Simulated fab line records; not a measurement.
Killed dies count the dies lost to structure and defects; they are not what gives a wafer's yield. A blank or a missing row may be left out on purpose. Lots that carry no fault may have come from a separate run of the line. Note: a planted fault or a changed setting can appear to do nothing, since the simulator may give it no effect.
Which tool did it?	flow ritCmos	Sampling: 14 lots, 42 wafers, 3 of 202 route steps

## WHAT THE GAUGES SHOWED, per wafer
RIT_NSD_TW_MEAS_10. Usual: NSD_TW 3123, standard deviation 15.
lot	measured	on	NSD_TW	flag
L338	day 3 06:30	filmMetro-02	3134 3117 3118	
L339	day 3 13:13	filmMetro-02	3101 3101 3108	
L341	day 3 22:26	filmMetro-02	3145 3127 3108	
L342	day 4 01:29	filmMetro-04	3140 3149 3106	
L343	day 4 06:21	filmMetro-02	3129 3115 3120	
L344	day 4 10:08	filmMetro-04	3141 3138 3144	
L349	day 5 14:09	filmMetro-01	3122 3106 3103	
L350	day 5 20:33	filmMetro-02	2880 2864 2855 2885 2871 2879	OFF
L352	day 6 11:32	filmMetro-01	2895 2876 2867 2871 2871 2896	OFF
L353	day 6 12:01	filmMetro-04	3142 3149 3142	
L356	day 7 04:07	filmMetro-01	3118 3125 3118	
L355	day 7 06:02	filmMetro-02	3116 3137 3126	
L358	day 7 19:13	filmMetro-01	3141 3132 3118	
L360	day 8 09:01	filmMetro-04	3110 3092 3096	

RIT_SDANNEAL_RS_MEAS_05: measures by four-point-probe. Usual: NSD_RS 84.55 ohm/sq, standard deviation 0.28.
lot	measured	on	NSD_RS (ohm/sq)	flag
L338	day 3 08:42	filmMetro-04	84.26 84.60 84.53	
L339	day 3 15:32	filmMetro-02	84.64 84.38 84.29	
L341	day 4 00:43	filmMetro-04	84.98 84.96 85.11	
L342	day 4 03:31	filmMetro-01	84.37 84.33 84.77	
L343	day 4 08:32	filmMetro-02	84.02 84.12 83.79	
L344	day 4 12:11	filmMetro-04	84.69 84.70 84.40	
L349	day 5 16:20	filmMetro-01	84.37 84.34 84.30	
L350	day 6 03:43	filmMetro-01	112.75 112.74 112.27 113.01 112.66 112.50	OFF
L352	day 6 17:55	filmMetro-01	112.74 112.90 112.81 112.85 112.76 113.01	OFF
L353	day 6 14:10	filmMetro-04	84.43 84.26 83.97	
L356	day 7 06:18	filmMetro-01	84.72 84.53 84.48	
L355	day 7 08:13	filmMetro-04	84.16 84.81 84.25	
L358	day 7 21:22	filmMetro-01	84.07 83.93 84.28	
L360	day 8 11:11	filmMetro-04	84.86 85.15 84.64	

## TOOL THAT RAN EACH LOT (tool first, then ch and the chambers of the sampled wafers, then the start)
lot	RIT_NSD_IMPLANT_08
L338	implanter-03 ch 0, day 3 06:11
L339	implanter-02 ch 0, day 3 12:53
L341	implanter-01 ch 0, day 3 22:07
L342	implanter-03 ch 0, day 4 01:09
L343	implanter-01 ch 0, day 4 06:02
L344	implanter-02 ch 0, day 4 09:49
L349	implanter-01 ch 0, day 5 13:50
L350	implanter-02 ch 0, day 5 20:16
L352	implanter-02 ch 0, day 6 11:12
L353	implanter-01 ch 0, day 6 11:41
L356	implanter-03 ch 0, day 7 03:47
L355	implanter-03 ch 0, day 7 05:43
L358	implanter-01 ch 0, day 7 18:53
L360	implanter-03 ch 0, day 8 08:41
- RIT_NSD_IMPLANT_08

## AS READ BY THE TOOLS THEMSELVES (means over the sampled wafers that have a number; for cases with no such wafer, the mark the record gives instead)
RIT_NSD_IMPLANT_08. Usual: doseIonsCm2 1.0001e+15, standard deviation 1.1e+12; faradayCurrentUA 3125, standard deviation 62.
lot	tool	doseIonsCm2	faradayCurrentUA	flag
L338	implanter-03	9.9893e+14	3123	
L339	implanter-02	1.0003e+15	3125	
L341	implanter-01	9.9897e+14	3126	
L342	implanter-03	1.0009e+15	3146	
L343	implanter-01	9.9940e+14	3121	
L344	implanter-02	1.0005e+15	3097	
L349	implanter-01	1.0007e+15	3077	
L350	implanter-02	7.0067e+14	2222	OFF
L352	implanter-02	6.9890e+14	2199	OFF
L353	implanter-01	1.0012e+15	3160	
L356	implanter-03	9.9920e+14	3186	
L355	implanter-03	1.0004e+15	3115	
L358	implanter-01	1.0005e+15	3125	
L360	implanter-03	1.0012e+15	3137	

## THE ANSWER, worked out from the rows above alone
Rule: lot off if the mean of its wafers having a number is beyond 3 standard deviations from the usual mean. A lot without any number at a reading at which 4 lots or more have one is off too. Where the step has rows for the other lots, those lots are counted as sound. After the gauges, taken in route order, come the tools' own readings; for these a lot's mean is taken, as printed above. At the first step where some lot is off, the reading lying furthest off is the one used; lots without a number count as furthest.
Off: L350, L352, seen at RIT_NSD_TW_MEAS_10 (NSD_TW).
A tool fits if, at a process step before that reading, it ran every lot that is off, and no sound lot after the first of them. The gauges at RIT_NSD_TW_MEAS_10 aren't tried: what is off there is off at RIT_NSD_IMPLANT_08 too, on other tools, and a gauge's error can't cause that. One fits: implanter-02 at RIT_NSD_IMPLANT_08. Its last sound lot is L344 (day 4 09:49), its first lot that is off L350 (day 5 20:16): a fault that began between those two fits.
The tool's own readings at RIT_NSD_IMPLANT_08 bear it out: on the lots that are off they differ by more than 5 times the standard deviation of the sound lots' means. doseIonsCm2 reads 6.9978e+14 there against 1.0002e+15 on the sound lots; faradayCurrentUA reads 2210 there against 3128 on the sound lots.

## WHAT WAS PUT IN BY THE SIMULATOR
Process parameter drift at RIT_NSD_IMPLANT_08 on implanter-02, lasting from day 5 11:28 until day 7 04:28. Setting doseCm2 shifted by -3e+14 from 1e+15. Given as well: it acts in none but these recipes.
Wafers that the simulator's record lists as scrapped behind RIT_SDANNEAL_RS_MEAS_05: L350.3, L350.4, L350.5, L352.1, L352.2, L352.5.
Shown lots that were struck: L350, L352. The rule above reached the same finding.
